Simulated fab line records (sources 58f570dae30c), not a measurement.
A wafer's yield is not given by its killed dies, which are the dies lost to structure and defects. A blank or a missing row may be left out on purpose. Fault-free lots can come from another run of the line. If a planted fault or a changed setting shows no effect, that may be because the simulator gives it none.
Which of the tools did it?    flow berkeley_cmos170    42 wafers from 14 lots sampled at 5 of the route's 331 steps

== WHAT THE GAUGES SHOWED, per wafer ==
UCB170_M1_CD_MEAS_09: the cd target is 700 nm.
lot   measured      on         cd_nm (nm)
L936  day 8 02:32   cd_sem-01  699.9 700.2 698.8
L933  day 8 04:01   cd_sem-02  700.6 700.4 701.0
L935  day 8 11:34   cd_sem-02  697.5 699.7 699.3
L934  day 8 11:52   cd_sem-01  698.7 699.6 699.3
L938  day 9 05:16   cd_sem-02  700.4 700.1 701.1
L937  day 9 06:39   cd_sem-01  700.4 700.5 699.7
L940  day 9 12:23   cd_sem-02  700.3 701.1 700.2
L945  day 10 13:37  cd_sem-02  700.9 700.4 700.1
L943  day 10 13:50  cd_sem-02  701.0 701.6 701.2
L946  day 10 15:44  cd_sem-01  702.9 702.2 702.5
L942  day 10 16:21  cd_sem-01  697.4 696.7 698.0
L944  day 10 16:26  cd_sem-02  699.7 699.2 699.6
L948  day 10 21:12  cd_sem-02  701.0 701.2 700.1
L950  day 11 13:55  cd_sem-02  697.8 698.1 698.1

UCB170_V1_THK_MEAS_01.
lot   measured      on             V1_TEOS_THK (nm)
L936  day 8 04:37   film_metro-04  1998 2016 2011
L933  day 8 06:03   film_metro-02  1993 1998 2041
L935  day 8 13:36   film_metro-04  2007 2031 2039
L934  day 8 14:56   film_metro-04  1980 2012 2006
L938  day 9 07:17   film_metro-03  1986 1997 2004
L937  day 9 08:41   film_metro-04  1983 1939 1989
L940  day 9 14:26   film_metro-02  1972 2013 2026
L945  day 10 15:40  film_metro-03  1988 1993 2022
L943  day 10 17:00  film_metro-04  1977 2026 2009
L946  day 10 18:20  film_metro-02  1971 1999 2032
L942  day 10 19:40  film_metro-02  1956 1960 1994
L944  day 10 19:40  film_metro-03  2075 2105 2108
L948  day 10 23:14  film_metro-03  1980 2017 2033
L950  day 11 16:34  film_metro-03  2076 2097 2087

UCB170_V1_THK_MEAS_04.
lot   measured      on             V1_POLISHED_THK (nm)
L936  day 8 05:05   film_metro-03  1001.2 1000.8 999.5
L933  day 8 06:32   film_metro-04  1000.1 998.8 999.4
L935  day 8 14:05   film_metro-02  1001.5 999.7 998.5
L934  day 8 15:25   film_metro-02  1000.0 999.6 999.3
L938  day 9 07:46   film_metro-02  999.7 999.9 1000.2
L937  day 9 09:10   film_metro-02  1000.8 998.8 998.3
L940  day 9 14:56   film_metro-03  1000.0 1000.6 1000.3
L945  day 10 16:08  film_metro-04  999.3 999.9 999.6
L943  day 10 20:26  film_metro-02  999.3 1000.6 1001.3
L946  day 10 20:45  film_metro-03  1001.1 999.4 999.0
L942  day 10 21:03  film_metro-02  1000.9 1000.9 1000.0
L944  day 10 21:08  film_metro-03  997.8 999.0 999.2
L948  day 10 23:43  film_metro-04  999.0 998.3 999.0
L950  day 11 17:03  film_metro-03  999.7 1002.1 1000.8

== WHAT TOOL EACH LOT RAN ON (gives the tool, then ch and the chambers of the sampled wafers, and finally the start) ==
lot   UCB170_SILICIDE_RTA_04            UCB170_V1_CVD_00
L936  rtp_anneal-01 ch 0, day 7 18:56   pecvd-01 ch 0,1, day 8 04:26
L933  rtp_anneal-01 ch 0, day 7 19:29   pecvd-03 ch 1,2, day 8 05:53
L935  rtp_anneal-02 ch 0, day 7 20:14   pecvd-01 ch 0,1, day 8 13:27
L934  rtp_anneal-01 ch 0, day 7 20:22   pecvd-03 ch 1,2, day 8 14:47
L938  rtp_anneal-02 ch 0, day 8 23:42   pecvd-03 ch 0,1,2, day 9 07:07
L937  rtp_anneal-02 ch 0, day 9 00:35   pecvd-01 ch 0,1,2, day 9 08:32
L940  rtp_anneal-02 ch 0, day 9 06:35   pecvd-02 ch 0,1,2, day 9 14:16
L945  rtp_anneal-02 ch 0, day 10 07:31  pecvd-01 ch 1,2, day 10 15:31
L943  rtp_anneal-02 ch 0, day 10 07:40  pecvd-02 ch 0,1, day 10 16:50
L946  rtp_anneal-01 ch 0, day 10 08:17  pecvd-03 ch 0,2, day 10 18:10
L942  rtp_anneal-01 ch 0, day 10 08:35  pecvd-03 ch 0,1,2, day 10 19:31
L944  rtp_anneal-02 ch 0, day 10 08:43  pecvd-01 ch 1,2, day 10 19:31
L948  rtp_anneal-01 ch 0, day 10 13:57  pecvd-03 ch 1,2, day 10 23:05
L950  rtp_anneal-01 ch 0, day 11 07:59  pecvd-01 ch 0,1, day 11 16:25
- UCB170_SILICIDE_RTA_04: time 15 s.
- UCB170_V1_CVD_00: deposits SiO2 from TEOS/O2, target thk 2000 nm, time 250 s.

== WHAT THE TOOLS THEMSELVES READ (means of the sampled wafers that have a number; where no wafer has one, the mark that the record gives instead) ==
UCB170_SILICIDE_RTA_04.
lot   tool           chamber_o2_ppm  lamp_power_pct (%)  wafer_temp_C_max
L936  rtp_anneal-01  1.973           9.4                 654.4
L933  rtp_anneal-01  1.984           9.4                 653.9
L935  rtp_anneal-02  2.004           10.9                655.9
L934  rtp_anneal-01  1.999           9.4                 653.3
L938  rtp_anneal-02  2.017           10.9                655.8
L937  rtp_anneal-02  2.013           10.9                654.8
L940  rtp_anneal-02  2.009           10.9                653.7
L945  rtp_anneal-02  1.998           10.9                656.5
L943  rtp_anneal-02  1.994           10.9                655.4
L946  rtp_anneal-01  1.964           9.4                 653.3
L942  rtp_anneal-01  2.000           9.4                 655.3
L944  rtp_anneal-02  1.999           10.9                656.2
L948  rtp_anneal-01  1.981           9.4                 653.5
L950  rtp_anneal-01  2.006           9.4                 653.6

UCB170_V1_CVD_00.
lot   tool      heater_power_w (W)
L936  pecvd-01  216
L933  pecvd-03  264
L935  pecvd-01  248
L934  pecvd-03  209
L938  pecvd-03  279
L937  pecvd-01  258
L940  pecvd-02  263
L945  pecvd-01  283
L943  pecvd-02  256
L946  pecvd-03  285
L942  pecvd-03  257
L944  pecvd-01  274
L948  pecvd-03  274
L950  pecvd-01  241

== THE ANSWER, worked out from the rows above alone ==
Rule: what is usual is taken from the lots themselves. The widest of any qualifying gaps counts: lots, ordered by their means at a reading, are off when they make up no more than a third of the lots, leave a main group of 4 or more, and stand apart from it by 3 or more times the standard deviation of that group's means. Not used: any main group whose means are identical at the precision the tables above print for the reading. Also off: a lot with no number at a reading for which 4 or more lots have one. All remaining lots with rows at the step are treated as sound. The gauges are gone through in route order, then the tools' own readings, and for those a lot's mean is taken as printed above. The first step at which some lot is off is used, and at that step the reading that is off furthest; a lot without a number counts as furthest.
Off: L944, L950, seen at UCB170_V1_THK_MEAS_01 (V1_TEOS_THK). Mean 2000 nm and standard deviation 15 in the main group.
If a tool, at a process step before that reading, ran all the lots that are off and no sound lot after the first of them, it fits. Those tools and the gauges at UCB170_V1_THK_MEAS_01 are tried in the same way. One candidate fits, namely pecvd-01 at UCB170_V1_CVD_00. Its last sound lot is L945 (day 10 15:31), its first lot that is off L944 (day 10 19:31): a fault that began between those two fits.

== WHAT HAD BEEN PUT IN BY THE SIMULATOR ==
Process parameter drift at UCB170_V1_CVD_00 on pecvd-01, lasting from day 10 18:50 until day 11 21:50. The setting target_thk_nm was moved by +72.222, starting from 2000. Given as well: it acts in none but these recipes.
Shown lots that were struck: L944, L950. The rule above found the same.
